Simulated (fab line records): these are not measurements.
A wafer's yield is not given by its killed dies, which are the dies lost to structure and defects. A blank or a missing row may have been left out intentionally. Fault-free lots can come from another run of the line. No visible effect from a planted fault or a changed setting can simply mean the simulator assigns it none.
Which tool did it? + flow berkeley-cmos170 + Sampling: 14 lots, 42 wafers, 2 of 331 route steps

== WHAT EACH GAUGE READ, for each wafer ==
UCB170_ACTIVE_CD_MEAS_90: target cd 1200 nm. Usual: cd-nm 1200.3 nm, standard deviation 1.4.
| lot  | measured    | on        | cd-nm (nm)           | flag |
|------|-------------|-----------|----------------------|------|
| L473 | day 4 14:02 | cd-sem-01 | 1199.8 1200.0 1198.7 |      |
| L474 | day 4 14:17 | cd-sem-01 | 1199.5 1199.6 1199.1 |      |
| L475 | day 5 08:29 | cd-sem-01 | 1199.8 1200.9 1201.0 |      |
| L476 | day 5 08:37 | cd-sem-02 | 1197.7 1198.4 1198.6 |      |
| L478 | day 5 13:34 | cd-sem-01 | 1202.1 1201.1 1200.2 |      |
| L479 | day 6 06:06 | cd-sem-02 | 1199.7 1198.4 1199.3 |      |
| L481 | day 6 06:12 | cd-sem-01 | 1199.8 1201.2 1199.4 |      |
| L480 | day 6 06:23 | cd-sem-01 | 1201.1 1201.3 1199.8 |      |
| L486 | day 7 13:21 | cd-sem-02 | 1202.4 1201.7 1201.7 |      |
| L488 | day 7 20:01 | cd-sem-01 | 1196.9 1195.7 1195.8 |      |
| L492 | day 8 19:11 | cd-sem-01 | 1200.1 1200.4 1201.0 |      |
| L493 | day 8 19:24 | cd-sem-02 | 1200.3 1200.9 1201.2 |      |
| L495 | day 9 03:38 | cd-sem-01 | 1200.6 1200.0 1200.2 |      |
| L496 | day 9 03:59 | cd-sem-02 | 1199.5 1200.9 1199.9 |      |

UCB170_PLDD_OVL_MEAS_07. Usual: for PLDD_OVL the level is 2 nm and the standard deviation is 5.
| lot  | measured     | on         | PLDD_OVL (nm) | flag |
|------|--------------|------------|---------------|------|
| L473 | day 6 16:50  | overlay-02 | 11 10 4       |      |
| L474 | day 6 16:27  | overlay-02 | 7 -1 6        |      |
| L475 | day 7 16:40  | overlay-01 | 4 3 -2        |      |
| L476 | day 7 16:26  | overlay-01 | 3 10 13       |      |
| L478 | day 7 20:59  | overlay-01 | 6 6 1         |      |
| L479 | day 8 19:53  | overlay-02 | 5 5 0         |      |
| L481 | day 8 18:30  | overlay-01 | 8 0 -3        |      |
| L480 | day 8 19:39  | overlay-01 | 6 5 6         |      |
| L486 | day 10 00:34 | overlay-01 | 5 6 8         |      |
| L488 | day 10 07:19 | overlay-02 | -1 5 1        |      |
| L492 | day 11 04:14 | overlay-01 | 8 5 6         |      |
| L493 | day 11 03:59 | overlay-02 | -1 0 -3       |      |
| L495 | day 11 12:14 | overlay-02 | -6 -4 -2      |      |
| L496 | day 11 12:19 | overlay-02 | -12 -7 -12    |      |

== WHICH TOOL RAN EACH LOT (tool, then ch and the chambers of the sampled wafers, then the start) ==
No process step before these readings appears in the record.

== AS READ BY THE TOOLS THEMSELVES (means over the sampled wafers that have a number; for cases with no such wafer, the mark the record gives instead) ==
The record holds no such reading with a usual standard deviation.

== THE ANSWER, worked out from the rows above alone ==
Rule: a lot counts as off when the mean over its wafers that have a number is more than 3 standard deviations away from the usual mean. Also off: a lot with no number at a reading for which 4 or more lots have one. The other lots that the step has rows for count as sound. First the gauges in route order, then the tools' own readings, where a lot's mean is used as printed above. At the first step where some lot is off, the reading lying furthest off is the one used; lots without a number count as furthest.
None of the lots is off at any reading shown; this tells nothing.

== WHAT THE SIMULATOR HAD INSERTED ==
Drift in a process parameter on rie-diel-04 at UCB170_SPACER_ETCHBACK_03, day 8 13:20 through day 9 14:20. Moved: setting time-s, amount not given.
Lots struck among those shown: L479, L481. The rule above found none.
